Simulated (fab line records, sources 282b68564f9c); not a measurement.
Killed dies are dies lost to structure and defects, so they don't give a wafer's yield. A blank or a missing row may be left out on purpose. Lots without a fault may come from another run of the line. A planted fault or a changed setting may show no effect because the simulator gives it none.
Which tool did it? | flow rit_cmos | 14 lots, 42 wafers sampled, at 6 steps of a route of 202

WHAT THE GAUGES READ, wafer by wafer
RIT_ACTIVE_THK_MEAS_02. Usual: ACTIVE_OXIDE_THK 47.2 nm, standard deviation 0.98.
lot  | measured    | on            | ACTIVE_OXIDE_THK (nm) | flag
L432 | day 1 22:08 | film_metro-01 | 47.6 47.2 47.4        |
L433 | day 2 03:03 | film_metro-03 | 48.0 47.6 46.9        |
L434 | day 2 08:03 | film_metro-02 | 46.6 45.9 46.9        |
L435 | day 2 13:04 | film_metro-03 | 47.9 47.4 47.9        |
L437 | day 2 23:04 | film_metro-02 | 47.2 46.9 46.4        |
L438 | day 3 04:03 | film_metro-03 | 49.2 48.9 49.3        |
L440 | day 3 14:03 | film_metro-02 | 48.2 48.5 48.2        |
L441 | day 3 19:04 | film_metro-03 | 47.5 47.5 47.1        |
L442 | day 4 00:04 | film_metro-01 | 47.3 47.1 47.2        |
L443 | day 4 05:04 | film_metro-03 | 47.6 47.2 46.1        |
L444 | day 4 10:04 | film_metro-03 | 45.1 45.9 46.2        |
L446 | day 4 20:04 | film_metro-01 | 45.8 45.3 46.0        |
L447 | day 5 01:04 | film_metro-02 | 49.2 48.8 49.2        |
L449 | day 5 11:04 | film_metro-03 | 45.9 45.8 47.0        |

RIT_WELLDRIVE_RS_MEAS_01: measures by four-point-probe. Usual: NWELL_RS 279.7 ohm/sq, standard deviation 0.75.
lot  | measured    | on            | NWELL_RS (ohm/sq) | flag
L432 | day 2 15:29 | film_metro-04 | 280.8 280.9 280.0 |
L433 | day 2 18:32 | film_metro-03 | 279.7 279.8 280.1 |
L434 | day 3 00:40 | film_metro-04 | 279.3 279.5 280.0 |
L435 | day 3 04:58 | film_metro-01 | 278.6 278.8 279.5 |
L437 | day 3 15:04 | film_metro-03 | 279.1 280.5 279.7 |
L438 | day 3 20:08 | film_metro-03 | 281.4 280.8 279.5 |
L440 | day 4 06:18 | film_metro-04 | 279.3 279.8 279.4 |
L441 | day 4 11:24 | film_metro-04 | 279.4 279.2 279.1 |
L442 | day 4 17:00 | film_metro-04 | 280.4 279.9 279.8 |
L443 | day 4 21:59 | film_metro-04 | 279.3 280.1 280.8 |
L444 | day 5 01:31 | film_metro-04 | 278.7 278.7 279.0 |
L446 | day 5 12:32 | film_metro-03 | 279.7 279.6 279.4 |
L447 | day 5 19:58 | film_metro-04 | 351.4 349.5 351.1 | OFF
L449 | day 6 03:31 | film_metro-01 | 353.1 352.9 352.6 | OFF

RIT_WELLDRIVE_RS_MEAS_02: measures by four-point-probe. Usual: PWELL_RS 429.6 ohm/sq, standard deviation 1.4.
lot  | measured    | on            | PWELL_RS (ohm/sq) | flag
L432 | day 2 15:37 | film_metro-04 | 426.3 427.2 427.7 |
L433 | day 2 18:39 | film_metro-03 | 429.4 430.4 429.5 |
L434 | day 3 00:47 | film_metro-04 | 429.2 429.9 429.0 |
L435 | day 3 05:05 | film_metro-01 | 429.4 429.8 429.6 |
L437 | day 3 15:11 | film_metro-03 | 427.3 427.3 427.6 |
L438 | day 3 20:15 | film_metro-03 | 429.6 430.1 429.8 |
L440 | day 4 06:25 | film_metro-04 | 426.2 427.5 427.7 |
L441 | day 4 11:31 | film_metro-04 | 432.2 431.0 430.7 |
L442 | day 4 17:07 | film_metro-04 | 428.5 429.5 429.4 |
L443 | day 4 22:06 | film_metro-04 | 430.9 430.2 431.4 |
L444 | day 5 01:38 | film_metro-04 | 430.5 431.1 429.3 |
L446 | day 5 12:40 | film_metro-03 | 427.8 429.5 429.5 |
L447 | day 5 20:05 | film_metro-04 | 495.4 495.7 496.3 | OFF
L449 | day 6 03:38 | film_metro-01 | 495.7 494.8 496.7 | OFF

RIT_PRETRO_TW_MEAS_10. Usual: PRETRO_TW 480, standard deviation 4.2.
lot  | measured    | on            | PRETRO_TW   | flag
L432 | day 2 19:05 | film_metro-04 | 485 483 482 |
L433 | day 2 21:56 | film_metro-02 | 478 475 475 |
L434 | day 3 04:11 | film_metro-04 | 485 484 483 |
L435 | day 3 08:14 | film_metro-02 | 477 476 476 |
L437 | day 3 18:28 | film_metro-04 | 481 482 483 |
L438 | day 3 23:40 | film_metro-04 | 485 485 485 |
L440 | day 4 09:59 | film_metro-04 | 482 482 483 |
L441 | day 4 14:41 | film_metro-04 | 484 479 482 |
L442 | day 4 20:24 | film_metro-03 | 483 482 484 |
L443 | day 5 01:55 | film_metro-02 | 474 472 472 |
L444 | day 5 05:03 | film_metro-04 | 486 486 487 |
L446 | day 5 15:49 | film_metro-02 | 473 473 472 |
L447 | day 5 23:23 | film_metro-02 | 474 472 473 |
L449 | day 6 06:46 | film_metro-04 | 483 484 483 |

WHICH TOOL RAN EACH LOT (tool, then ch and the chambers of the sampled wafers, then the start)
lot  | RIT_ACTIVE_STRIP_14                 | RIT_WELLDRIVE_ANNEAL_00
L432 | plasma_asher-03 ch 0,1, day 2 01:23 | furnace-02 ch 0, day 2 10:23
L433 | plasma_asher-02 ch 0, day 2 05:50   | furnace-01 ch 0, day 2 13:26
L434 | plasma_asher-02 ch 0,1, day 2 10:58 | furnace-01 ch 0, day 2 19:34
L435 | plasma_asher-02 ch 0,1, day 2 15:50 | furnace-02 ch 0, day 2 23:52
L437 | plasma_asher-03 ch 0,1, day 3 01:50 | furnace-01 ch 0, day 3 09:58
L438 | plasma_asher-03 ch 0,1, day 3 06:58 | furnace-01 ch 0, day 3 15:03
L440 | plasma_asher-03 ch 0,1, day 3 16:50 | furnace-01 ch 0, day 4 01:13
L441 | plasma_asher-03 ch 0,1, day 3 21:58 | furnace-01 ch 0, day 4 06:18
L442 | plasma_asher-03 ch 0,1, day 4 02:59 | furnace-04 ch 0, day 4 11:54
L443 | plasma_asher-02 ch 0,1, day 4 07:58 | furnace-01 ch 0, day 4 16:53
L444 | plasma_asher-01 ch 0,1, day 4 12:50 | furnace-04 ch 0, day 4 20:25
L446 | plasma_asher-01 ch 0,1, day 4 23:46 | furnace-04 ch 0, day 5 07:26
L447 | plasma_asher-03 ch 0,1, day 5 03:50 | furnace-01 ch 0, day 5 14:52
L449 | plasma_asher-03 ch 0,1, day 5 13:55 | furnace-01 ch 0, day 5 22:23
- RIT_ACTIVE_STRIP_14: strips in O2, time 180 s.
- RIT_WELLDRIVE_ANNEAL_00: time 14700 s.

WHAT THE TOOLS THEMSELVES READ (means of the sampled wafers that have a number; where no wafer has one, the mark that the record gives instead)
RIT_ACTIVE_STRIP_14. Usual: drypump_motor_current_A 5.91 A, standard deviation 0.26.
lot  | tool            | drypump_motor_current_A (A) | flag
L432 | plasma_asher-03 | 5.87                        |
L433 | plasma_asher-02 | 5.98                        |
L434 | plasma_asher-02 | 6.01                        |
L435 | plasma_asher-02 | 5.97                        |
L437 | plasma_asher-03 | 5.86                        |
L438 | plasma_asher-03 | 5.98                        |
L440 | plasma_asher-03 | 5.99                        |
L441 | plasma_asher-03 | 5.87                        |
L442 | plasma_asher-03 | 5.87                        |
L443 | plasma_asher-02 | 6.00                        |
L444 | plasma_asher-01 | 5.56                        |
L446 | plasma_asher-01 | 5.87                        |
L447 | plasma_asher-03 | 5.87                        |
L449 | plasma_asher-03 | 5.99                        |

RIT_WELLDRIVE_ANNEAL_00. Usual: spike_tc_centre_C 1101.7 C, standard deviation 0.97; spike_tc_load_C 1126.7 C, standard deviation 1.9; spike_tc_source_C 1125 C, standard deviation 4.3; tube_center_temp_C 1100 C, standard deviation 0.1; tube_center_temp_C_max 1102.8, standard deviation 0.47; zone_power_load_pct 40.8 %, standard deviation 1.7; zone_power_source_pct 41.2 %, standard deviation 1.9.
lot  | tool       | spike_tc_centre_C (C) | spike_tc_load_C (C) | spike_tc_source_C (C) | tube_center_temp_C (C) | tube_center_temp_C_max | zone_power_load_pct (%) | zone_power_source_pct (%) | flag
L432 | furnace-02 | 1100.8                | 1128.6              | 1120                  | 1100                   | 1103.1                 | 43.7                    | 40.0                      |
L433 | furnace-01 | 1102.4                | 1126.9              | 1130                  | 1100                   | 1102.3                 | 39.8                    | 40.4                      |
L434 | furnace-01 | 1102.5                | 1126.0              | 1129                  | 1100                   | 1103.3                 | 39.7                    | 40.1                      |
L435 | furnace-02 | 1101.3                | 1127.9              | 1119                  | 1100                   | 1102.6                 | 44.0                    | 40.3                      |
L437 | furnace-01 | 1101.5                | 1126.4              | 1128                  | 1100                   | 1102.2                 | 40.1                    | 40.0                      |
L438 | furnace-01 | 1102.8                | 1127.0              | 1129                  | 1100                   | 1102.9                 | 40.2                    | 40.4                      |
L440 | furnace-01 | 1101.8                | 1127.1              | 1129                  | 1100                   | 1102.9                 | 39.8                    | 40.1                      |
L441 | furnace-01 | 1101.9                | 1127.6              | 1129                  | 1100                   | 1102.8                 | 39.9                    | 40.4                      |
L442 | furnace-04 | 1101.6                | 1124.6              | 1123                  | 1100                   | 1102.8                 | 39.8                    | 44.2                      |
L443 | furnace-01 | 1101.9                | 1126.9              | 1130                  | 1100                   | 1102.9                 | 39.9                    | 40.5                      |
L444 | furnace-04 | 1100.4                | 1124.5              | 1122                  | 1100                   | 1102.5                 | 39.1                    | 44.6                      |
L446 | furnace-04 | 1101.7                | 1125.1              | 1123                  | 1100                   | 1102.7                 | 39.7                    | 44.3                      |
L447 | furnace-01 | 1042.1                | 1065.8              | 1069                  | 1040                   | 1043.2                 | 34.9                    | 35.3                      | OFF
L449 | furnace-01 | 1042.4                | 1065.2              | 1069                  | 1040                   | 1042.7                 | 35.0                    | 34.9                      | OFF

THE ANSWER, worked out from the rows above alone
Rule: a lot is off if the mean of its wafers that have a number lies more than 3 standard deviations from the usual mean. A lot without any number at a reading at which 4 lots or more have one is off too. The other lots that the step has rows for count as sound. The gauges are gone through in route order, then the tools' own readings, and for those a lot's mean is taken as printed above. The first step at which some lot is off is used, and at that step the reading that is off furthest; a lot without a number counts as furthest.
Off: L447, L449, at RIT_WELLDRIVE_RS_MEAS_01 (NWELL_RS).
A tool fits if, at a process step before that reading, it ran every lot that is off, and no sound lot after the first of them. The gauges at RIT_WELLDRIVE_RS_MEAS_01 aren't tried: what is off there is off at RIT_WELLDRIVE_ANNEAL_00 too, on other tools, and a gauge's error can't cause that. Can't be told from this: 2 tools fit, plasma_asher-03 at RIT_ACTIVE_STRIP_14, furnace-01 at RIT_WELLDRIVE_ANNEAL_00.

WHAT THE SIMULATOR HAD PUT IN
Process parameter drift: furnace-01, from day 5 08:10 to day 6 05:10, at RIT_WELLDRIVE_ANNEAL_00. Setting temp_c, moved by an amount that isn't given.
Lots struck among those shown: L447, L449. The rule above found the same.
